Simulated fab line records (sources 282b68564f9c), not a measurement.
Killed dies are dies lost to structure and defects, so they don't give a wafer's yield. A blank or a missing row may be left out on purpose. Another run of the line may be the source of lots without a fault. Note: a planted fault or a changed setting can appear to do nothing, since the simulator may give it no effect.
Which of the tools did it?	flow ritCmos	14 lots with 42 wafers sampled at 3 steps, on a route of 202 steps

WHAT THE GAUGES SHOWED, per wafer
RIT_PLDD_OVL_MEAS_06. Usual: for PLDD_OVL the level is -1.9 nm and the standard deviation is 1.3.
lot	measured	on	PLDD_OVL (nm)	flag
L880	day 3 01:01	overlay-01	-2.1 -1.7 -0.2	
L881	day 3 04:50	overlay-01	-1.5 -0.6 -0.8	
L882	day 3 10:10	overlay-01	-1.0 -1.4 -2.3	
L883	day 3 13:32	overlay-02	-2.1 -2.3 -3.1	
L884	day 3 21:05	overlay-02	-0.5 -3.0 -1.1	
L885	day 4 01:24	overlay-02	-1.6 -2.4 -1.3	
L888	day 4 17:16	overlay-02	-1.7 0.7 0.7	
L890	day 5 02:23	overlay-02	-3.5 -3.2 -3.3	
L892	day 5 11:25	overlay-01	-0.5 -1.5 -1.1	
L895	day 6 01:59	overlay-02	-2.6 -0.8 -2.3	
L897	day 6 09:47	overlay-01	-2.5 -2.4 -0.6	
L899	day 6 19:20	overlay-02	1.3 0.5 1.3	
L901	day 7 04:54	overlay-01	-0.6 -1.3 -2.0	
L903	day 7 15:15	overlay-02	-1.0 -0.9 -2.6	

WHICH TOOL RAN EACH LOT (tool, then ch and the chambers of the sampled wafers, then the start)
lot	RIT_NWELL_STRIP_09	RIT_GATE_ETCH_19
L880	plasmaAsher-04 ch 0,1, day 2 00:47	rieSi-02 ch 2,3, day 2 19:07
L881	plasmaAsher-02 ch 0,1, day 2 04:46	rieSi-01 ch 0,2,3, day 2 21:19
L882	plasmaAsher-01 ch 0,1, day 2 09:10	rieSi-02 ch 0,2,3, day 3 03:01
L883	plasmaAsher-02 ch 0,1, day 2 14:54	rieSi-01 ch 0,3, day 3 06:43
L884	plasmaAsher-04 ch 0,1, day 2 19:10	rieSi-02 ch 1,2, day 3 12:26
L885	plasmaAsher-04 ch 0,1, day 2 23:13	rieSi-01 ch 1,2,3, day 3 19:29
L888	plasmaAsher-01 ch 0,1, day 3 15:58	rieSi-02 ch 0,1,2, day 4 11:29
L890	plasmaAsher-02 ch 0,1, day 4 01:25	rieSi-02 ch 0,1,3, day 4 19:49
L892	plasmaAsher-04 ch 0,1, day 4 11:32	rieSi-02 ch 0,1,3, day 5 05:35
L895	plasmaAsher-01 ch 0,1, day 5 02:10	rieSi-01 ch 1,2, day 5 20:03
L897	plasmaAsher-02 ch 0,1, day 5 10:39	rieSi-01 ch 0,1,2, day 6 02:50
L899	plasmaAsher-04 ch 0,1, day 5 20:22	rieSi-01 ch 1,2,3, day 6 12:48
L901	plasmaAsher-01 ch 0, day 6 07:16	rieSi-01 ch 1,2,3, day 6 22:56
L903	plasmaAsher-04 ch 0,1, day 6 17:37	rieSi-01 ch 0,1,2, day 7 09:36
- RIT_NWELL_STRIP_09: strips in O2, time 180 s.
- RIT_GATE_ETCH_19: etches poly-Si in SF6/CHF3/O2, stops on SiO2, time 172.7 s, target depth 312.5 nm.

WHAT THE TOOLS THEMSELVES READ (means of the sampled wafers that have a number; where no wafer has one, the mark that the record gives instead)
RIT_NWELL_STRIP_09. Usual: drypumpMotorCurrentA reads 5.8 A (standard deviation 0.56).
lot	tool	drypumpMotorCurrentA (A)	flag
L880	plasmaAsher-04	6.2	
L881	plasmaAsher-02	5.5	
L882	plasmaAsher-01	5.3	
L883	plasmaAsher-02	5.5	
L884	plasmaAsher-04	6.1	
L885	plasmaAsher-04	6.5	
L888	plasmaAsher-01	5.6	
L890	plasmaAsher-02	5.5	
L892	plasmaAsher-04	6.2	
L895	plasmaAsher-01	5.6	
L897	plasmaAsher-02	5.5	
L899	plasmaAsher-04	6.2	
L901	plasmaAsher-01	5.8	
L903	plasmaAsher-04	6.1	

RIT_GATE_ETCH_19. Usual: drypumpMotorCurrentA 5.8 A, standard deviation 0.62; oesProductAu 0.845 a.u., standard deviation 0.011; throttleValvePct 10.22 %, standard deviation 0.12.
lot	tool	drypumpMotorCurrentA (A)	oesProductAu (a.u.)	throttleValvePct (%)	flag
L880	rieSi-02	6.1	0.840	10.22	
L881	rieSi-01	5.2	0.850	10.21	
L882	rieSi-02	6.2	0.851	10.33	
L883	rieSi-01	5.4	0.855	10.22	
L884	rieSi-02	5.7	0.839	10.16	
L885	rieSi-01	5.8	0.852	10.21	
L888	rieSi-02	5.9	0.949	10.28	OFF
L890	rieSi-02	6.0	0.956	10.27	OFF
L892	rieSi-02	6.0	0.947	10.27	OFF
L895	rieSi-01	5.6	0.843	10.22	
L897	rieSi-01	5.7	0.842	10.21	
L899	rieSi-01	5.8	0.845	10.21	
L901	rieSi-01	5.8	0.845	10.21	
L903	rieSi-01	5.6	0.861	10.20	

THE ANSWER, worked out from the rows above alone
Rule: a lot is off if the mean of its wafers that have a number lies more than 3 standard deviations from the usual mean. Also off: a lot with no number at a reading for which 4 or more lots have one. Any other lot the step has rows for is counted as sound. Order of review: gauges by route order, followed by the tools' own readings, for which a lot's mean as printed above is used. At the first step where some lot is off, the reading lying furthest off is the one used; lots without a number count as furthest.
Off, at RIT_GATE_ETCH_19 on oesProductAu: L888, L890, L892.
If a tool, at that step or one of the process steps before it, ran each lot that is off and ran no sound lot following the first of them, it fits. One fits: RIT_GATE_ETCH_19 on rieSi-02. Its last sound lot is L884 (day 3 12:26), its first lot that is off L888 (day 4 11:29): a fault that began between those two fits.
On the lots that are off, the tool's own readings at RIT_GATE_ETCH_19 differ by more than 5 times the standard deviation of the sound lots' means, which bears it out; oesProductAu reads 0.951 a.u. there versus 0.848 a.u. on the sound lots.

WHAT THE SIMULATOR PUT IN
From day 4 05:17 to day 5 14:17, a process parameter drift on rieSi-02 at RIT_GATE_ETCH_19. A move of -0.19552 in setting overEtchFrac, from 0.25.
Struck lots among those shown: L888, L890, L892. The same result came from the rule above.
